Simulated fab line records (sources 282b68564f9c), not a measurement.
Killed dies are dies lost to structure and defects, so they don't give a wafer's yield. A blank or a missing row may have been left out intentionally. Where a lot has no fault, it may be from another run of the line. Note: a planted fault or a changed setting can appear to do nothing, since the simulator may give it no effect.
A struck lot beside a sound one -- flow ritCmos -- 15 out of 202 route steps
Sound: wafers L535.1, L535.3, L535.5. The struck wafers were L553.2, L553.3, L553.6. The cause comes at the end.
For every step that has rows: the tool of each side, followed by ch and its chambers, followed by its first start. Under that, the readings that differ: sound wafers -- struck wafers -- difference of the means -- sigmas: that difference in standard deviations of wafers without a fault.
alike: a reading whose means differ by less than 2 such deviations, as well as words and numbers matching on both sides. not compared: withheld readings; readings where some wafer has no value; bounds like >300 that might hide an equal value; numbers whose values overlap and for which the record gives no deviation.
The two part at a step that has a row with sigmas, a row that says differs or no value, or rows on one side only. When numbers do not overlap yet have no deviation, they are printed without sigmas and do not part them. A reading missing from all wafers of one side parts the sides only when that side holds two or more wafers.

first, 5 steps without rows for these wafers: RIT_M1_COAT_04 (resist thk 1300 nm); RIT_M1_SOFTBAKE_05 (time 60 s); RIT_M1_EXPOSE_06 (exposes mask M12, target cd 2600 nm); RIT_M1_PEB_07; RIT_M1_DEVELOP_08 (develop time 68 s).
RIT_M1_CD_MEAS_09: the cd target is 2600 nm.
  sound on cdSem-01, day 3 08:20; struck on cdSem-02, day 7 04:40
  alike: cdNm
RIT_M1_OVL_MEAS_10:
  sound on overlay-01, day 3 08:28; struck on overlay-02, day 7 04:46
  alike: M1_OVL
then, 1 step without rows for these wafers: RIT_M1_HARDBAKE_11 (time 120 s).
RIT_M1_METAL_ETCH_12: etches Al in Cl2/BCl3, stops on SiO2, time 165 s, target depth 600 nm.
  sound on rieMetal-04 ch 0,1, day 3 08:44; struck on rieMetal-04 ch 0,1, day 7 05:14
  alike: drypumpMotorCurrentA, oesProductAu, throttleValvePct
  not compared: rfHoursCounterH
then, 1 step without rows for these wafers: RIT_M1_STRIP_13 (strips in nmp, time 600 s).
RIT_M1_STRIP_14: strips in O2, time 180 s.
  sound on plasmaAsher-01 ch 0,1, day 3 09:07; struck on plasmaAsher-04 ch 0,1, day 7 05:35
  alike: drypumpMotorCurrentA
  not compared: rfHoursCounterH
RIT_M1_CD_MEAS_90: the cd target is 2600 nm.
  sound on cdSem-01, day 3 09:17; struck on cdSem-01, day 7 05:47
  alike: cdNm
RIT_M1_ANNEAL_15: time 1800 s.
  sound on furnace-02 ch 0, day 3 09:25; struck on furnace-02 ch 0, day 7 05:53
  alike: tubeCenterTempC
RIT_M1_BOW_MEAS_16:
  sound on filmMetro-01, day 3 10:55; struck on filmMetro-03, day 7 07:24
  alike: M1_BOW
RIT_M1_PROBE_99:
  sound on prober-01, day 3 11:02; struck on prober-01, day 7 07:33
reading,sound,struck,difference,sigmas
model.etest.nmos_0p15.junctionLog10AUm,-13.6 -13.65 -13.5,-11.26 -11.25 -11.66,+2.19,
model.etest.nmosNarrow.offLog10AUm,-13.13 -13.15 -13.26,-11.26 -11.24 -11.66,+1.79,
model.etest.gateEndArray.leakLog10AUm,-12.83 -12.96 -12.92,-11.1 -10.97 -11.51,+1.7,
model.etest.nmos_0p3.offLog10AUm,-13.04 -13.14 -13.1,-11.26 -11.23 -11.65,+1.71,
model.etest.pmos_0p15.junctionLog10AUm,-13.82 -13.83 -13.78,-12.26 -12.24 -12.64,+1.43,
model.etest.contactDiodeArray.leakLog10A (angstrom),-9.47 -9.175 -9.592,-7.848 -7.922 -8.418,+1.350,
model.etest.pmos_0p3.offLog10AUm,-13.09 -13.08 -13.05,-12.21 -12.18 -12.42,+0.80,
model.etest.pmosNarrow.offLog10AUm,-13 -13.1 -12.87,-12.17 -12.14 -12.41,+0.75,
  alike: defectLimitedYield, killedAtContacts, killedAtFrontEnd, killedDies, killedOpen, killedShort, sort_bin_3_pad_short, sort_bin_5_function, sort_bin_6_memory, sortNPass, sortYieldPct

## WHERE THEY PART
Nowhere in this record.

WHY: the cause the simulator had injected
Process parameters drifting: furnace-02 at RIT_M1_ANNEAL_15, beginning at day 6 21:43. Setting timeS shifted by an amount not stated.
